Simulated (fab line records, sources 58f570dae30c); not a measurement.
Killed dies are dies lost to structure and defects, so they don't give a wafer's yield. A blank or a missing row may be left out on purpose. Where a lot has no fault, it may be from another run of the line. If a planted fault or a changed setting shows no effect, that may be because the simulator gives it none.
Comparing a struck lot with a sound one / flow berkeley_cmos170 / 20 steps out of a route of 331
Sound: wafers L122.2, L122.3, L122.5. The struck wafers were L133.1, L133.3, L133.6. The cause is named last.
Order at every step that has rows: each side's tool, ch and its chambers, its first start. Under that, the readings that differ: sound wafers / struck wafers / difference of the means / sigmas: that difference in standard deviations of wafers without a fault.
alike: readings whose means differ by less than 2 such deviations, and words and numbers that are the same on both sides. not compared: withheld readings, readings that some wafer has no value for, bounds like >300 that may hide the same value, and numbers for which the record gives no deviation and whose values overlap.
Wherever a step has rows on one side only, a row that says differs or no value, or a row with sigmas, the two part there. Numbers that don't overlap but have no deviation are shown without sigmas and don't part them. A reading that every wafer of one side lacks parts them only if that side has two wafers or more.

UCB170_ZERO_STRIP_07: strips in O2.
  sound on plasma_asher-03 ch 0,1, day 3 03:29; struck on plasma_asher-02 ch 0,1, day 5 04:04
  alike: drypump_motor_current_A, oes_product_au, strip_time_to_endpoint_s
  not compared: rf_hours_counter_h
then, 2 steps without rows for these wafers: UCB170_NWELL_WET_ETCH_00 (etches SiO2 in dHF, time 200 s); UCB170_NWELL_OXIDATION_01 (target thk 26.4 nm, ox time 1260 s).
UCB170_NWELL_THK_MEAS_02:
  sound: film_metro-01 at day 3 09:37; struck: film_metro-01 at day 5 08:01
reading=NWELL_OXIDE_THK (nm); sound=25.1 25.4 25.3; struck=26.8 26.4 26.2; difference=+1.2; sigmas=+2
then, 2 steps without rows for these wafers: UCB170_NWELL_ANNEAL_03 (time 900 s); UCB170_NWELL_CVD_04 (deposits Si3N4 from SiH2Cl2/NH3, target thk 224 nm, time 3360 s).
UCB170_NWELL_THK_MEAS_05:
  sound: film_metro-02 at day 3 15:40; struck: film_metro-03 at day 5 13:33
  alike: NWELL_NITRIDE_THK
then, 5 steps without rows for these wafers: UCB170_NWELL_HMDS_06 (prime time 60 s); UCB170_NWELL_COAT_07 (resist thk 900 nm); UCB170_NWELL_SOFTBAKE_08 (time 60 s); UCB170_NWELL_EXPOSE_09 (exposes mask NWELL, target cd 3000 nm); UCB170_NWELL_PEB_10.
UCB170_NWELL_DEVELOP_11: develop time 45 s.
  sound on litho_track-03 ch 0, day 3 17:00; struck on litho_track-03 ch 0, day 5 14:00
UCB170_NWELL_OVL_MEAS_12:
  sound: overlay-01 at day 3 17:56; struck: overlay-01 at day 5 14:27
  alike: NWELL_OVL
UCB170_NWELL_ETCH_13: etches Si3N4 in CH3F/Ar/O2, stops on SiO2, target depth 246.4 nm, time 154 s.
  sound on rie_diel-04 ch 0,3, day 3 17:58; struck on rie_diel-04 ch 0,1, day 5 14:29
  alike: drypump_motor_current_A, oes_product_au, throttle_valve_pct
  not compared: rf_hours_counter_h
after that, 1 step had no rows for these wafers: UCB170_NWELL_IMPLANT_14.
UCB170_NWELL_STRIP_15: strips in O2.
  sound on plasma_asher-04 ch 0,1, day 3 18:13; struck on plasma_asher-03 ch 0,1, day 5 14:44
  alike: drypump_motor_current_A, oes_product_au, strip_time_to_endpoint_s
  not compared: rf_hours_counter_h
UCB170_NWELL_TW_MEAS_16:
  sound: film_metro-01 at day 3 18:19; struck: film_metro-03 at day 5 14:50
reading=NWELL_TW; sound=1261 1257 1255; struck=391 380 368; difference=-878; sigmas=-52
then, 1 step without rows for these wafers: UCB170_NWELL_CLEAN_17 (cleans in SPM, time 600 s).
-- the record jumps here: 6 days lie between the struck wafers' starts before and after (it left off in module NWELL and takes up again in module M3, whose first step shown is number 331 of the route) --
UCB170_M3_PROBE_99:
  the record has rows for the struck wafers here (prober-02, day 11 22:19) and none for the sound ones

## WHERE THEY PART
Earliest at UCB170_NWELL_THK_MEAS_02; latest, in this record, at UCB170_M3_PROBE_99.

WHY: the cause the simulator had injected
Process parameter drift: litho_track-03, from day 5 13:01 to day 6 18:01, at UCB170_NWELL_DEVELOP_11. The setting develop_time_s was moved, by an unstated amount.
